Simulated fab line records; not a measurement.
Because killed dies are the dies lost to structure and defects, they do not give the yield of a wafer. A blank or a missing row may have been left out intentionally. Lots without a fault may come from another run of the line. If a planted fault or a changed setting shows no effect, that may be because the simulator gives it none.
Problem report, 8D (eight disciplines) form, completed by code ; flow berkeley_cmos170 ; the parts of the form that need people (team, actions taken, sign-off) are left out

1. THE ISSUE
Across 6 wafers from 2 lots, NLDD_RS at UCB170_SDANNEAL_RS_MEAS_05 averages 642.6 ohm/sq, while fault-free wafers read 616.7 ohm/sq with a standard deviation of 1.7. That puts it +15 standard deviations away from the usual mean.
The step: measures by four-point-probe.
First observed at day 8 01:35: wafer L974.2, on film_metro-01. The record has a number at this step for 42 wafers belonging to 14 lots. Rule for "out", or "out of limits": more than 4 standard deviations from the usual mean. The other wafers with a number count as sound.

2. WHAT IT IS, WHAT IT ISN'T
question;is;is not
which readings at this step;NLDD_RS;-
which lots;L974, L980;L971, L972, L973, L975, L976, L977, L978, L981, L984, L986, L991, L992
which wafers of those lots;all that have a number;-
read on which gauges;film_metro-01;film_metro-02, film_metro-04
when;from day 8 01:35;"up to then (12 sound wafers); but 24 sound wafers of L976, L977, L978, L981, L984, L986, L991, L992 came after"

3. SUSPECTS, AND WHAT RULES EACH OUT
Counting: a tool at any process step up to the reading remains a suspect when it ran all the lots that are out and ran no sound lot after the first of those.
- the gauge at UCB170_SDANNEAL_RS_MEAS_05: ruled out. All the wafers that are out were read on film_metro-01, but those of them that UCB170_NLDD_IMPLANT_08 has rows for are out there too, on other tools.
- implanter-03 at UCB170_NLDD_IMPLANT_08: kept. It processed each lot that is out, first L974 at day 7 14:29, and no sound lot thereafter; up to then, the last sound lot it processed was L975 at day 7 14:10. Out on those wafers are its own readings of dose_ions_cm2.
Remaining after the count: implanter-03 at UCB170_NLDD_IMPLANT_08.

4. THE CAUSE (what the simulator had put in)
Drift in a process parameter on implanter-03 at UCB170_NLDD_IMPLANT_08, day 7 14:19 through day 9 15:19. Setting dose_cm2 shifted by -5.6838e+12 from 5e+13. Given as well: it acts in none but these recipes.
Counting left only this tool.

5. THE EFFECT CHAIN, in route order
One row per reading whose mean, taken over the struck wafers that have a number, lies over 3 standard deviations from the usual. Readings are gone through only where the record gives a usual standard deviation; hours: the median, over the lots, of the time from a lot's start at the first step in this table giving one to that lot's start at this step; sigmas: the change measured in usual standard deviations.
hours;step;reading;usual;on struck wafers;change;sigmas
0;UCB170_NLDD_IMPLANT_08;dose_ions_cm2;4.999e+13;4.430e+13;-5.687e+12;-99 or more
0;UCB170_NLDD_IMPLANT_08;faraday_current_uA;158;142;-16;-4.7
11;UCB170_SDANNEAL_RS_MEAS_05;NLDD_RS;616.7 ohm/sq;642.6;+25.9;+15
Its process steps:
- UCB170_NLDD_IMPLANT_08

6. WHAT WOULD HAVE CAUGHT IT SOONER
Counted from the fault's start at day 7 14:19, it took 11 hours until the first out-of-limits reading at a measuring or inspecting step in this record, taken at day 8 01:35.
At UCB170_NLDD_IMPLANT_08, the tool's own readings (dose_ions_cm2) were out on each struck wafer the step has a row for, so an alarm limit on them would have fired on the first such wafer.
Among the 2 lots that are out, L980 began UCB170_NLDD_IMPLANT_08 on implanter-03 after day 8 01:35. A tool hold placed at that time would have kept it from harm.
